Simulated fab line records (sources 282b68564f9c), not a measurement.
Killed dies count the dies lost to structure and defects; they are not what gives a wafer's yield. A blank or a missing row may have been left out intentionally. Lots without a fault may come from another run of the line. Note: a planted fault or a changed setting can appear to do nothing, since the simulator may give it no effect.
fab line records    flow ritCmos
record lots=14  wafers=42  lastDay=7
route steps=202 shown PRETRO@74 PSD@148 NLDD@160 M1@190
lots that met no fault: taken from a fault-free run of the same line
startH: hours from the record's opening day to when the first of the lot's shown wafers began    waitH: hours elapsed since this lot's preceding step    " identical to the entry in the row above    L1.1+2: a row that stands for several wafers    - value missing, or start not given    * or withheld: withheld    < > ~ a bound
route shown NAME@n: NAME is a module with steps in the file, n the number in the route of the first one    usual: the fault-free wafers' mean and standard deviation    same: alike in all rows    chamber/n: place in a boat    sites: each site's reading    _std_site: their standard deviation    _edge_site: the outer-site mean with the inner-site mean subtracted    radiusMm: for every site, how far away it sits from the centre of the wafer    mask NAME#n: copy n    behind: tool/chamber where the wafer was last shaped    hold: why the lot was held/for how many hours/how that ended    device: names the non-switching transistor (n, p or np)    end of line: the tests these same wafers got at the end of their route    a step without rows: its recipe alone    killed: count of dies lost to structure and defects at first sort (not the wafer's yield)    map: per-die view of a wafer (x killed, . not killed, _ where there is no die)
set.NAME: the setting that was run; set.NAME@STEP: the one run at that earlier step    model.NAME: the simulator's own value behind a step, which no gauge read
steps of the route over a sample of lots; a table a step, a row a wafer
services: when a tool's chamber went out of use (startH, in hours from the record's first day, below 0 if earlier), for how many hours, and the reason
## steps
# step RIT_PRETRO_TW_MEAS_10
# usual PRETRO_TW=471/3.2
lot.wafer  tool          chamber  startH  waitH  PRETRO_TW
L718.2     filmMetro-04  -        46.09   0.1    468
L718.3     "             -        "       "      468
L718.4     "             -        "       "      472
L719.1     filmMetro-02  -        49.57   0.1    474
L719.4     "             -        "       "      473
L719.6     "             -        "       "      475
L720.1     filmMetro-02  -        54.23   0.1    473
L720.3     "             -        "       "      473
L720.5     "             -        "       "      473
L725.4     filmMetro-03  -        78.14   0.1    468
L725.5     "             -        "       "      468
L725.6     "             -        "       "      467
L726.4     filmMetro-02  -        81.89   0.1    478
L726.5     "             -        "       "      474
L726.6     "             -        "       "      477
L728.1     filmMetro-03  -        93.29   0.1    467
L728.2     "             -        "       "      471
L728.6     "             -        "       "      468
L729.2     filmMetro-02  -        98.72   0.1    473
L729.3     "             -        "       "      477
L729.5     "             -        "       "      476
L730.2     filmMetro-02  -        103.18  0.1    476
L730.3     "             -        "       "      477
L730.5     "             -        "       "      473
L731.2     filmMetro-03  -        108.72  0.1    464
L731.4     "             -        "       "      467
L731.5     "             -        "       "      468
L733.1     filmMetro-04  -        120.58  0.1    470
L733.3     "             -        "       "      471
L733.4     "             -        "       "      469
L734.1     filmMetro-04  -        125.71  0.1    473
L734.4     "             -        "       "      472
L734.5     "             -        "       "      469
L736.3     filmMetro-04  -        133.07  0.1    470
L736.4     "             -        "       "      470
L736.6     "             -        "       "      468
L738.4     filmMetro-03  -        143.86  0.1    468
L738.5     "             -        "       "      469
L738.6     "             -        "       "      468
L739.1     filmMetro-04  -        150.09  0.1    472
L739.5     "             -        "       "      473
L739.6     "             -        "       "      474
# step RIT_PSD_OVL_MEAS_06
# usual PSD_OVL=-0.5/1.4
lot.wafer  tool        chamber  startH  waitH  PSD_OVL[nm]
L718.2     overlay-02  -        63.50   -      0.5
L718.3     "           -        "       "      -0.6
L718.4     "           -        "       "      -1.4
L719.1     overlay-01  -        68.32   -      1.4
L719.4     "           -        "       "      2.2
L719.6     "           -        "       "      2.1
L720.1     overlay-01  -        70.85   -      -1.4
L720.3     "           -        "       "      -0.4
L720.5     "           -        "       "      -0.2
L725.4     overlay-01  -        96.34   -      2.0
L725.5     "           -        "       "      0.7
L725.6     "           -        "       "      1.9
L726.4     overlay-02  -        99.40   -      -0.2
L726.5     "           -        "       "      -0.5
L726.6     "           -        "       "      -0.5
L728.1     overlay-01  -        111.71  -      0.2
L728.2     "           -        "       "      -1.9
L728.6     "           -        "       "      0.1
L729.2     overlay-02  -        119.49  -      -1.0
L729.3     "           -        "       "      -0.3
L729.5     "           -        "       "      -0.4
L730.2     overlay-01  -        122.33  -      -0.6
L730.3     "           -        "       "      -1.5
L730.5     "           -        "       "      -0.3
L731.2     overlay-01  -        126.03  -      -1.2
L731.4     "           -        "       "      -2.8
L731.5     "           -        "       "      -1.1
L733.1     overlay-01  -        139.98  -      -0.1
L733.3     "           -        "       "      -0.8
L733.4     "           -        "       "      -0.3
L734.1     overlay-01  -        143.07  -      1.2
L734.4     "           -        "       "      -0.2
L734.5     "           -        "       "      -0.6
L736.3     overlay-01  -        151.43  -      -0.6
L736.4     "           -        "       "      -2.3
L736.6     "           -        "       "      -1.7
L738.4     overlay-01  -        164.84  -      0.4
L738.5     "           -        "       "      1.3
L738.6     "           -        "       "      0.0
L739.1     overlay-01  -        169.58  -      -0.3
L739.5     "           -        "       "      -1.2
L739.6     "           -        "       "      -2.5
# step RIT_SDANNEAL_RS_MEAS_07
# recipe thkMeasGauge=four-point-probe
# usual NLDD_RS=151.6/0.63
lot.wafer  tool          chamber  startH  waitH  NLDD_RS[ohm/sq]
L718.2     filmMetro-03  -        64.93   0.1    151.0
L718.3     "             -        "       "      151.2
L718.4     "             -        "       "      150.5
L719.1     filmMetro-03  -        69.68   0.1    152.3
L719.4     "             -        "       "      152.4
L719.6     "             -        "       "      151.9
L720.1     filmMetro-02  -        72.20   0.1    151.3
L720.3     "             -        "       "      151.3
L720.5     "             -        "       "      151.0
L725.4     filmMetro-01  -        97.88   0.1    151.7
L725.5     "             -        "       "      151.3
L725.6     "             -        "       "      151.1
L726.4     filmMetro-02  -        100.81  0.1    152.1
L726.5     "             -        "       "      151.7
L726.6     "             -        "       "      151.9
L728.1     filmMetro-03  -        113.07  0.1    152.6
L728.2     "             -        "       "      152.2
L728.6     "             -        "       "      152.2
L729.2     filmMetro-01  -        120.86  0.1    152.2
L729.3     "             -        "       "      152.1
L729.5     "             -        "       "      152.0
L730.2     filmMetro-02  -        123.70  0.1    152.7
L730.3     "             -        "       "      152.8
L730.5     "             -        "       "      152.5
L731.2     filmMetro-02  -        127.40  0.1    151.6
L731.4     "             -        "       "      151.6
L731.5     "             -        "       "      151.7
L733.1     filmMetro-03  -        141.35  0.1    152.5
L733.3     "             -        "       "      152.2
L733.4     "             -        "       "      152.5
L734.1     filmMetro-02  -        144.42  0.1    150.9
L734.4     "             -        "       "      150.7
L734.5     "             -        "       "      150.8
L736.3     filmMetro-02  -        152.83  0.1    152.0
L736.4     "             -        "       "      151.5
L736.6     "             -        "       "      151.5
L738.4     filmMetro-03  -        166.24  0.1    151.0
L738.5     "             -        "       "      151.3
L738.6     "             -        "       "      151.7
L739.1     filmMetro-01  -        170.93  0.1    150.6
L739.5     "             -        "       "      150.7
L739.6     "             -        "       "      150.6
# step RIT_M1_EXPOSE_06
# recipe maskId=M12  na=0.6  sourceShape=conventional  sigmaOuter=0.5  targetCdNm=2600  doseMj=250
# usual exposureDoseMJCm2=249.95/0.3  focusOffsetNm=0.0/0.51  reticleTempC=22.99/0.12
lot.wafer  tool             chamber  startH  waitH  mask   exposureDoseMJCm2  focusOffsetNm  reticleTempC
L718.2     ilineStepper-02  0        68.73   0.1    M12#0  249.57             -1.2           22.94
L718.3     "                0        "       "      M12#0  249.50             -0.4           23.11
L718.4     "                0        "       "      M12#0  250.21             -1.0           22.93
L719.1     ilineStepper-02  -        73.62   0.1    M12#0  -                  -              -
L719.4     "                -        "       "      M12#0  -                  -              -
L719.6     "                -        "       "      M12#0  -                  -              -
L720.1     ilineStepper-02  -        76.02   0.1    M12#0  -                  -              -
L720.3     "                -        "       "      M12#0  -                  -              -
L720.5     "                -        "       "      M12#0  -                  -              -
L725.4     ilineStepper-02  0        101.78  0.2    M12#0  249.54             -1.0           22.90
L725.5     "                0        "       "      M12#0  249.66             0.2            23.02
L725.6     "                0        "       "      M12#0  249.41             -1.1           23.17
L726.4     ilineStepper-01  0        104.94  0.2    M12#0  250.29             0.1            23.09
L726.5     "                0        "       "      M12#0  250.30             -0.5           23.02
L726.6     "                0        "       "      M12#0  249.86             -0.2           22.87
L728.1     ilineStepper-01  0        117.16  0.2    M12#0  249.42             -0.3           23.06
L728.2     "                0        "       "      M12#0  249.32             -0.8           23.11
L728.6     "                0        "       "      M12#0  249.64             -0.5           23.03
L729.2     ilineStepper-01  0        124.82  0.1    M12#0  250.07             -0.4           23.00
L729.3     "                0        "       "      M12#0  250.27             0.0            23.02
L729.5     "                0        "       "      M12#0  250.31             0.5            23.04
L730.2     ilineStepper-01  0        127.86  0.1    M12#0  249.75             -0.5           22.71
L730.3     "                0        "       "      M12#0  250.02             0.5            22.87
L730.5     "                0        "       "      M12#0  250.04             0.5            22.92
L731.2     ilineStepper-02  0        131.31  0.2    M12#0  249.96             0.4            22.86
L731.4     "                0        "       "      M12#0  250.20             -0.6           22.79
L731.5     "                0        "       "      M12#0  249.95             -0.5           22.89
L733.1     ilineStepper-02  0        145.26  0.2    M12#0  249.85             0.0            22.96
L733.3     "                0        "       "      M12#0  250.20             0.1            22.96
L733.4     "                0        "       "      M12#0  249.76             -0.5           22.92
L734.1     ilineStepper-02  0        148.21  0.1    M12#0  249.58             0.1            23.16
L734.4     "                0        "       "      M12#0  249.70             -0.9           23.19
L734.5     "                0        "       "      M12#0  249.40             -0.6           23.19
L736.3     ilineStepper-01  0        156.65  0.1    M12#0  249.93             0.2            22.98
L736.4     "                0        "       "      M12#0  250.32             0.3            23.01
L736.6     "                0        "       "      M12#0  250.21             0.5            22.88
L738.4     ilineStepper-01  0        170.09  0.1    M12#0  249.73             0.7            22.97
L738.5     "                0        "       "      M12#0  249.77             0.0            22.85
L738.6     "                0        "       "      M12#0  250.11             0.4            22.86
L739.1     ilineStepper-02  0        175.09  0.2    M12#0  250.18             -0.5           23.14
L739.5     "                0        "       "      M12#0  249.92             0.3            23.16
L739.6     "                0        "       "      M12#0  249.83             0.3            22.97
## services
tool             chamber  startH  hours  kind
ilineStepper-02  -        110.15  1.7    pm
ilineStepper-01  -        113.32  1.7    pm
ilineStepper-02  -        119.40  11.1   repair
## key
firstSign step=RIT_M1_EXPOSE_06  reading=toolRecord  direction=missing
effect none on later readings
metAt RIT_M1_EXPOSE_06
struckLots L719,L720
laterRowsLeftOut L719.1,L719.4,L719.6,L720.1,L720.3,L720.5
sortLeftOut L719.1,L719.4,L719.6,L720.1,L720.3,L720.5
testerLeftOut L719
notActingAt RIT_PRETRO_TW_MEAS_10,RIT_PSD_OVL_MEAS_06,RIT_SDANNEAL_RS_MEAS_07
onsetBetween 68.73 73.62
earlierFault kind=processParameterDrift  tool=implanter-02  chamber=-  onsetH=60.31  steps=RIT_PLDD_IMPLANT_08  channel=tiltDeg  offset=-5  spreadByWafer=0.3  shape=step  endH=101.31  actsIn=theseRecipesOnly  stated=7
fault kind=skippedStepWhole  tool=ilineStepper-02  chamber=-  onsetH=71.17  steps=RIT_M1_EXPOSE_06  scope=struckLotsOnly
# testerLeftOut: of these lots the tester's yield and bins aren't shown, on N5 and GAA mostly nor the transistor test; their killed dies are dies lost to structure and defects alone, not to doping, threshold or leakage, so they don't give the yield
# sortLeftOut: the simulated sort isn't trusted on such a fault, so these wafers' sort isn't shown, and their yield isn't known
# laterRowsLeftOut: the simulator's readings of these wafers behind a module that went badly wrong aren't trusted and aren't shown, but for the sort
